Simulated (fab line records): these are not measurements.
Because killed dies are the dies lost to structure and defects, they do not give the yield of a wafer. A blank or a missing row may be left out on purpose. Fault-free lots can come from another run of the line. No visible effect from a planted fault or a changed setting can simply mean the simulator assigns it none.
Problem report in the 8D (eight disciplines) form, filled by code    flow berkeleyCmos170    the parts of the form that need people (team, actions taken, sign-off) are left out

## 1. WHAT WENT WRONG
Wafers free of any fault read 599 (standard deviation 4.8) for PFIELD_TW at UCB170_PFIELD_TW_MEAS_09, against a mean of 568 on 6 wafers of 2 lots. Relative to the usual mean, that is a shift of -6.5 standard deviations.
The first sign was on wafer L919.3 at day 7 21:43, on filmMetro-03. The record has a number at this step for 42 wafers belonging to 14 lots. By rule, "out" or "out of limits" means more than 4 standard deviations away from the usual mean. All remaining wafers that have a number are taken as sound.

## 2. WHAT IT IS, AND WHAT IT ISN'T
question                     is                          is not
which readings at this step  PFIELD_TW                   -
which lots                   L919, L921                  L902, L903, L904, L905, L906, L907, L908, L911, L912, L913, L916, L917
which wafers of those lots   all that have a number      -
read on which gauges         filmMetro-01, filmMetro-03  filmMetro-02
when                         from day 7 21:43            up to then (33 sound wafers); but 3 sound wafers of L917 came after

## 3. THE SUSPECTS, EACH WITH WHAT RULES IT OUT
Counting: a tool at a process step up to the reading stays a suspect if it ran every lot that is out and no sound lot after the first of them.
- the gauge at UCB170_PFIELD_TW_MEAS_09 is ruled out. The wafers that are out were read on 2 gauges (filmMetro-01, filmMetro-03).
- implanter-04 at UCB170_PFIELD_IMPLANT_07: kept. All lots that are out passed through it, beginning with L919 at day 7 21:30, and no sound lot followed; its final sound lot before that point was L916 at day 7 08:31. Out on those wafers are its own readings of doseIonsCm2, faradayCurrentUA.
The count leaves implanter-04 at UCB170_PFIELD_IMPLANT_07.

## 4. THE CAUSE (what the simulator had put in)
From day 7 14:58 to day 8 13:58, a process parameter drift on implanter-04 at UCB170_PFIELD_IMPLANT_07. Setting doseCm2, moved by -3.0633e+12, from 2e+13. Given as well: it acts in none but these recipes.
Counting left only this tool.

## 5. THE CHAIN OF EFFECTS, in route order
Each row: a reading where the mean over the struck wafers with a number is more than 3 standard deviations away from the usual. Scope: only readings with a usual standard deviation given in the record; hours: median across lots of the time from each lot's start at the first step in this table that gives one to its start at this step; sigmas: change in usual standard deviations.
hours  step                      reading           usual       on struck wafers  change       sigmas
0      UCB170_PFIELD_IMPLANT_07  doseIonsCm2       1.9998e+13  1.6941e+13        -3.0570e+12  -99 or more
0      UCB170_PFIELD_IMPLANT_07  faradayCurrentUA  63.7        53.5              -10.2        -8.5
0      UCB170_PFIELD_TW_MEAS_09  PFIELD_TW         599         568               -31          -6.5
Process steps it contains:
- UCB170_PFIELD_IMPLANT_07
At these later measuring or inspecting steps, every struck wafer for which the step has a row has a number for every such reading, and none has moved that far: UCB170_SDANNEAL_RS_MEAS_03.

## 6. HOW IT WOULD HAVE BEEN CAUGHT EARLIER
Counted from the fault's start at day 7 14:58, it took 7 hours until the first out-of-limits reading at a measuring or inspecting step in this record, taken at day 7 21:43.
The tool's own readings at UCB170_PFIELD_IMPLANT_07 were out on every struck wafer that the step has a row for (doseIonsCm2, faradayCurrentUA): an alarm limit on them would have fired on the first of those.
L921, from the lots that are out (2), started UCB170_PFIELD_IMPLANT_07 on implanter-04 later than day 7 21:43. Had the tool been put on hold then, it would have been spared.
